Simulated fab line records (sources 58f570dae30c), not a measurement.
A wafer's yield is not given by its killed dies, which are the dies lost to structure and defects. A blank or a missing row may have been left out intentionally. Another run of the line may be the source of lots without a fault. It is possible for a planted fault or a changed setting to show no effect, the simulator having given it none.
A lot that was struck, set against a sound lot || flow berkeleyCmos170 || 15 steps out of a route of 331
Sound: these wafers, L704.1, L704.4, L704.5. Wafers L714.2, L714.4, L714.6 were the ones struck. At the end, the cause is stated.
Order at every step that has rows: each side's tool, ch and its chambers, its first start. Under that, the readings that differ: sound wafers || struck wafers || difference of the means || sigmas: that difference in standard deviations of wafers without a fault.
alike: same words and numbers on both sides, and readings whose means sit less than 2 such deviations apart. not compared: any withheld reading, any reading some wafer has no value for, any bound like >300 that may hide the same value, and any number with overlapping values for which the record gives no deviation.
Wherever a step has rows on one side only, a row that says differs or no value, or a row with sigmas, the two part there. Numbers that don't overlap but have no deviation are shown without sigmas and don't part them. Lack of a reading on every wafer of one side parts them only where that side has two or more wafers.

first, 5 steps without rows for these wafers: UCB170_M1_COAT_04 (resist thk 900 nm); UCB170_M1_SOFTBAKE_05 (time 60 s); UCB170_M1_EXPOSE_06 (exposes mask METAL1, target cd 700 nm); UCB170_M1_PEB_07; UCB170_M1_DEVELOP_08 (develop time 45 s).
UCB170_M1_CD_MEAS_09: target cd 700 nm.
  struck on cdSem-02, day 9 15:38; sound on cdSem-01, day 7 12:58
  alike: cdNm
UCB170_M1_OVL_MEAS_10:
  struck on overlay-01, day 9 15:44; sound on overlay-01, day 7 13:05
  alike: M1_OVL
UCB170_M1_ETCH_11: etches BARC in N2/H2.
  sound on rieDiel-02 ch 1,3, day 7 13:07; struck on rieDiel-04 ch 0,1,3, day 9 15:46
  alike: drypumpMotorCurrentA, oesProductAu, throttleValvePct
UCB170_M1_METAL_ETCH_12: etches Al in Cl2/BCl3, stops on PSG, target depth 780 nm, time 130 s.
  sound on rieMetal-02 ch 0,1, day 7 13:09; struck on rieMetal-03 ch 0,1, day 9 15:49
{"reading": "drypumpMotorCurrentA (A)", "sound": "6.0 6.6 6.6", "struck": "5.6 5.6 5.2", "difference": -0.9, "sigmas": -2}
  alike: oesProductAu, throttleValvePct
  not compared: rfHoursCounterH
UCB170_M1_STRIP_13: strips in O2.
  sound on plasmaAsher-04 ch 0,1, day 7 13:17; struck on plasmaAsher-03 ch 0,1, day 9 15:56
  alike: drypumpMotorCurrentA, oesProductAu
  not compared: rfHoursCounterH
UCB170_M1_CD_MEAS_90: target cd 700 nm.
  struck on cdSem-02, day 9 16:04; sound on cdSem-01, day 7 13:23
  alike: cdNm
then, 1 step without rows for these wafers: UCB170_M1_ANNEAL_14 (time 1200 s).
UCB170_V1_CVD_00: deposits SiO2 from TEOS/O2, target thk 2000 nm, time 250 s.
  sound on pecvd-01 ch 0,1,2, day 7 16:56; struck on pecvd-01 ch 0,1, day 9 20:39
  alike: heaterPowerW, susceptorTempC
  not compared: sinceWetCleanH, model.SiO2_of_V1_CVD_00.thkNm
UCB170_V1_THK_MEAS_01:
  struck on filmMetro-01, day 9 20:49; sound on filmMetro-04, day 7 17:06
  alike: V1_TEOS_THK
after that, 1 step had no rows for these wafers: UCB170_M3_PROBE_99.

## WHERE THEY PART
At UCB170_M1_METAL_ETCH_12 and nowhere else, as far as this record goes. Later steps at which nothing parts them and some readings are alike: UCB170_M1_STRIP_13, UCB170_M1_CD_MEAS_90, UCB170_V1_CVD_00, UCB170_V1_THK_MEAS_01.

WHY: whatever the simulator had introduced
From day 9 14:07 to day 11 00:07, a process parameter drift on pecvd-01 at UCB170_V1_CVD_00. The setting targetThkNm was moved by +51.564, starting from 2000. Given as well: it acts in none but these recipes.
